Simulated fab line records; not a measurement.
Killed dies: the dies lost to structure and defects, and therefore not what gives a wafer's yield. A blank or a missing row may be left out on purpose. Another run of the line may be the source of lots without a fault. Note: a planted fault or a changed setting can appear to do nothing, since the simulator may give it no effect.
A struck lot beside a sound one :: flow rit_cmos :: 16 steps out of a route of 202
Sound: wafers L113.1, L113.2, L113.4. Wafers L125.2, L125.4, L125.5 were the ones struck. At the end, the cause is stated.
For every step that has rows: the tool of each side, followed by ch and its chambers, followed by its first start. Under that, the readings that differ: sound wafers :: struck wafers :: difference of the means :: sigmas: that difference in standard deviations of wafers without a fault.
alike: readings with means less than 2 such deviations apart, plus words and numbers identical on both sides. not compared: withheld readings, readings lacking a value on some wafer, bounds such as >300 that could conceal the same value, and numbers that have no deviation in the record and whose values overlap.
Wherever a step has rows on one side only, a row that says differs or no value, or a row with sigmas, the two part there. Non-overlapping numbers with no deviation appear without sigmas and do not part them. A reading missing from all wafers of one side parts the sides only when that side holds two or more wafers.

RIT_CONTACT_STRIP_12: strips in O2, time 180 s.
  sound on plasma_asher-01 ch 0,1, day 4 12:46; struck on plasma_asher-04 ch 1, day 6 21:52
  alike: drypump_motor_current_A, o2_flow_sccm
  not compared: rf_hours_counter_h
RIT_CONTACT_CD_MEAS_90: the cd target is 1000 nm.
  sound on cd_sem-01 at day 4 12:57; struck on cd_sem-01 at day 6 22:03
reading: cd_nm (nm)
sound: 1003.1 1002.9 1002.2
struck: 998.7 998.1 997.5
difference: -4.6
sigmas: -2
then, 2 steps without rows for these wafers: RIT_CONTACT_CLEAN_13 (cleans in SC1, time 600 s); RIT_CONTACT_CLEAN_14 (cleans in SC2, time 600 s).
RIT_M1_SPUTTER_00: material Al, target thk 400 nm, time 500 s.
  sound on pvd_sputter-03 at day 4 13:26; struck on pvd_sputter-03 at day 6 22:30
  alike: chamber_pressure_pa, throttle_valve_pct
RIT_M1_RS_MEAS_01: a four-point-probe measurement.
  sound on film_metro-02 at day 4 13:44; struck on film_metro-03 at day 6 22:49
  alike: M1_AL_RS
RIT_M1_THK_MEAS_02: measures by xrf.
  sound on film_metro-02 at day 4 13:51; struck on film_metro-03 at day 6 22:56
  alike: M1_AL_THK
then, 5 steps without rows for these wafers: RIT_M1_HMDS_03 (prime time 60 s); RIT_M1_COAT_04 (resist thk 1300 nm); RIT_M1_SOFTBAKE_05 (time 60 s); RIT_M1_EXPOSE_06 (exposes mask M12, target cd 2600 nm); RIT_M1_PEB_07.
RIT_M1_DEVELOP_08: develop time 68 s.
  sound on litho_track-03 ch 0, day 4 14:00; struck on litho_track-03 ch 0, day 6 23:00
reading: developer_temp_C (C)
sound: 23.08 23.15 22.90
struck: 25.35 25.38 25.57
difference: +2.39
sigmas: +20
  alike: chill_plate_temp_C
RIT_M1_CD_MEAS_09: the cd target is 2600 nm.
  sound on cd_sem-01 at day 4 14:47; struck on cd_sem-02 at day 7 00:00
reading: cd_nm (nm)
sound: 2599.4 2600.6 2600.1
struck: 2608.1 2606.3 2605.3
difference: +6.5
sigmas: +3
RIT_M1_OVL_MEAS_10:
  sound on overlay-02 at day 4 14:55; struck on overlay-02 at day 7 00:07
  alike: M1_OVL
RIT_M1_PROBE_99:
  the record holds rows for the sound wafers here (prober-01, day 4 17:26) but none for the struck ones

WHERE THEY PART
Earliest at RIT_CONTACT_CD_MEAS_90; latest, in this record, at RIT_M1_PROBE_99.

WHY: the cause the simulator had injected
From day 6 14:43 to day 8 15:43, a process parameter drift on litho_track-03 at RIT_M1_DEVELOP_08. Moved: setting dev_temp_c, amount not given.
